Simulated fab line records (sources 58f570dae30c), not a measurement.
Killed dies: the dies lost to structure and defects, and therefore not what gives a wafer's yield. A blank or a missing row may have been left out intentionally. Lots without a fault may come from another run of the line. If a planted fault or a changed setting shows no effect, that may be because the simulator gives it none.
Which tool was responsible? -- flow berkeley cmos170 -- Sampling: 14 lots, 42 wafers, 6 of 331 route steps

WHAT THE GAUGES SHOWED, per wafer
UCB170_NWELL_TW_MEAS_16. Usual: for NWELL_TW the level is 1253 and the standard deviation is 8.3.
lot,measured,on,NWELL_TW,flag
L551,day 2 06:41,film metro-04,1243 1243 1240,
L552,day 2 11:33,film metro-01,1269 1263 1262,
L555,day 3 01:16,film metro-01,1250 1254 1254,
L554,day 3 01:30,film metro-03,1259 1259 1255,
L557,day 3 12:22,film metro-04,1248 1247 1248,
L563,day 4 12:21,film metro-03,1264 1259 1261,
L564,day 4 19:52,film metro-03,1259 1254 1260,
L565,day 5 05:01,film metro-01,1251 1260 1259,
L566,day 5 11:14,film metro-04,1238 1239 1243,
L568,day 5 20:40,film metro-01,1255 1259 1251,
L571,day 6 13:54,film metro-03,1250 1258 1261,
L572,day 6 16:32,film metro-03,1262 1263 1260,
L573,day 6 19:29,film metro-01,1258 1262 1268,
L574,day 7 03:47,film metro-04,1237 1242 1235,

UCB170_PSD_TW_MEAS_10. Usual: for PSD_TW the level is 2324 and the standard deviation is 17.
lot,measured,on,PSD_TW,flag
L551,day 6 09:35,film metro-01,2331 2331 2333,
L552,day 7 00:04,film metro-04,2285 2310 2300,
L555,day 7 06:41,film metro-01,2343 2344 2333,
L554,day 7 06:48,film metro-04,2303 2294 2304,
L557,day 7 18:33,film metro-01,2328 2333 2328,
L563,day 8 16:57,film metro-02,2333 2349 2340,
L564,day 8 16:21,film metro-02,2333 2331 2334,
L565,day 9 13:48,film metro-02,2332 2328 2336,
L566,day 9 17:43,film metro-01,2320 2326 2337,
L568,day 9 22:35,film metro-02,2331 2342 2338,
L571,day 10 22:27,film metro-01,2341 2349 2340,
L572,day 10 22:53,film metro-01,2335 2341 2352,
L573,day 10 22:33,film metro-04,2320 2318 2318,
L574,day 11 09:43,film metro-04,2328 2311 2299,

UCB170_SILICIDE_RS_MEAS_02: measures by four-point-probe. Usual: for SILICIDE_TI_RS the level is 26.5 ohm/sq and the standard deviation is 0.43.
lot,measured,on,SILICIDE_TI_RS (ohm/sq),flag
L551,day 6 14:25,film metro-03,26.9 25.7 26.8,
L552,day 7 03:22,film metro-03,25.6 26.8 26.3,
L555,day 7 10:17,film metro-03,19.4 26.2 25.9,OFF
L554,day 7 10:39,film metro-03,27.3 27.1 26.6,
L557,day 7 23:42,film metro-03,25.8 19.6 26.1,OFF
L563,day 8 22:09,film metro-03,26.7 26.6 26.7,
L564,day 8 21:59,film metro-03,26.2 26.1 26.4,
L565,day 9 17:17,film metro-04,26.7 26.1 26.0,
L566,day 9 21:03,film metro-03,26.6 26.8 27.1,
L568,day 10 05:01,film metro-04,26.0 26.9 26.0,
L571,day 11 03:32,film metro-03,26.9 27.0 27.1,
L572,day 11 04:44,film metro-03,26.6 26.5 26.6,
L573,day 11 04:13,film metro-04,26.3 26.5 26.5,
L574,day 11 15:09,film metro-03,26.2 25.9 26.7,

UCB170_SILICIDE_THK_MEAS_03: measures by xrf. Usual: for SILICIDE_TI_THK the level is 29.5 nm and the standard deviation is 0.44.
lot,measured,on,SILICIDE_TI_THK (nm),flag
L551,day 6 14:31,film metro-03,29.2 30.1 29.1,
L552,day 7 03:29,film metro-03,30.3 29.3 29.6,
L555,day 7 10:23,film metro-03,38.7 29.8 30.1,OFF
L554,day 7 10:46,film metro-03,28.6 28.9 29.5,
L557,day 7 23:49,film metro-03,30.3 38.2 29.7,OFF
L563,day 8 22:15,film metro-03,29.2 29.3 29.2,
L564,day 8 22:05,film metro-03,29.4 29.7 29.4,
L565,day 9 17:23,film metro-04,29.4 29.7 30.0,
L566,day 9 21:08,film metro-03,29.1 28.9 28.6,
L568,day 10 05:07,film metro-04,29.9 29.1 29.9,
L571,day 11 03:38,film metro-03,28.9 28.8 28.8,
L572,day 11 04:50,film metro-03,29.2 29.2 29.1,
L573,day 11 04:19,film metro-04,29.9 29.7 29.6,
L574,day 11 15:16,film metro-03,29.8 29.9 29.1,

WHICH TOOL RAN EACH LOT (tool, then ch and the chambers of the sampled wafers, then the start)
lot,UCB170_NLDD_STRIP_10,UCB170_SILICIDE_SPUTTER_01
L551,"plasma asher-02 ch 0,1, day 6 04:01","pvd sputter-02, day 6 14:21"
L552,"plasma asher-01 ch 0,1, day 6 14:14","pvd sputter-02, day 7 03:20"
L555,"plasma asher-02 ch 1, day 7 02:07","pvd sputter-02, day 7 10:14"
L554,"plasma asher-03 ch 0,1, day 7 01:09","pvd sputter-03, day 7 10:36"
L557,"plasma asher-01 ch 0,1, day 7 13:21","pvd sputter-02, day 7 23:40"
L563,"plasma asher-03 ch 0,1, day 8 09:47","pvd sputter-03, day 8 22:02"
L564,"plasma asher-03 ch 0,1, day 8 09:40","pvd sputter-01, day 8 21:54"
L565,"plasma asher-02 ch 0,1, day 9 08:20","pvd sputter-03, day 9 17:14"
L566,"plasma asher-01 ch 0,1, day 9 12:29","pvd sputter-01, day 9 20:58"
L568,"plasma asher-02 ch 0,1, day 9 16:23","pvd sputter-02, day 10 04:56"
L571,"plasma asher-03 ch 0,1, day 10 15:11","pvd sputter-01, day 11 03:26"
L572,"plasma asher-01 ch 0,1, day 10 15:33","pvd sputter-01, day 11 04:40"
L573,"plasma asher-03 ch 0,1, day 10 15:47","pvd sputter-02, day 11 04:09"
L574,"plasma asher-03 ch 0,1, day 11 03:55","pvd sputter-03, day 11 15:04"
- UCB170_NLDD_STRIP_10: strips in O2.
- UCB170_SILICIDE_SPUTTER_01: material Ti, target thk 30 nm, time 24.56 s.

WHAT THE TOOLS THEMSELVES READ (means of the sampled wafers that have a number; where no wafer has one, the mark that the record gives instead)
UCB170_NLDD_STRIP_10. Usual: drypump motor current A 5.6 A, standard deviation 0.36; oes product au 0.735 a.u., standard deviation 0.0047; strip time to endpoint s 21.62 s, standard deviation 0.053.
lot,tool,drypump motor current A (A),oes product au (a.u.),strip time to endpoint s (s),flag
L551,plasma asher-02,5.7,0.733,21.62,
L552,plasma asher-01,5.7,0.733,21.64,
L555,plasma asher-02,5.7,0.737,21.68,
L554,plasma asher-03,5.4,0.733,21.58,
L557,plasma asher-01,6.1,0.732,21.62,
L563,plasma asher-03,5.4,0.732,21.62,
L564,plasma asher-03,5.4,0.735,21.70,
L565,plasma asher-02,5.7,0.733,21.54,
L566,plasma asher-01,6.1,0.733,21.60,
L568,plasma asher-02,5.7,0.735,21.69,
L571,plasma asher-03,5.4,0.735,21.59,
L572,plasma asher-01,5.7,0.733,21.63,
L573,plasma asher-03,5.5,0.733,21.62,
L574,plasma asher-03,5.5,0.736,21.61,

UCB170_SILICIDE_SPUTTER_01. Usual: throttle valve pct at 30.2 %, with a standard deviation of 1.3.
lot,tool,throttle valve pct (%),flag
L551,pvd sputter-02,28.6,
L552,pvd sputter-02,30.3,
L555,pvd sputter-02,30.5,
L554,pvd sputter-03,30.4,
L557,pvd sputter-02,30.4,
L563,pvd sputter-03,30.7,
L564,pvd sputter-01,30.2,
L565,pvd sputter-03,30.4,
L566,pvd sputter-01,30.2,
L568,pvd sputter-02,28.7,
L571,pvd sputter-01,30.5,
L572,pvd sputter-01,30.4,
L573,pvd sputter-02,30.5,
L574,pvd sputter-03,30.3,

THE ANSWER, worked out from the rows above alone
Rule: lot off if the mean of its wafers having a number is beyond 3 standard deviations from the usual mean. Also off: a lot with no number at a reading for which 4 or more lots have one. All remaining lots with rows at the step are treated as sound. Order of review: gauges by route order, followed by the tools' own readings, for which a lot's mean as printed above is used. The first step at which some lot is off is used, and at that step the reading that is off furthest; a lot without a number counts as furthest.
Off: at UCB170_SILICIDE_RS_MEAS_02 (SILICIDE_TI_RS), L555, L557.
A tool fits if, at a process step before that reading, it ran every lot that is off, and no sound lot after the first of them. Those tools and the gauges at UCB170_SILICIDE_RS_MEAS_02 are tried in the same way. No candidate that was tried fits.

WHAT HAD BEEN PUT IN BY THE SIMULATOR
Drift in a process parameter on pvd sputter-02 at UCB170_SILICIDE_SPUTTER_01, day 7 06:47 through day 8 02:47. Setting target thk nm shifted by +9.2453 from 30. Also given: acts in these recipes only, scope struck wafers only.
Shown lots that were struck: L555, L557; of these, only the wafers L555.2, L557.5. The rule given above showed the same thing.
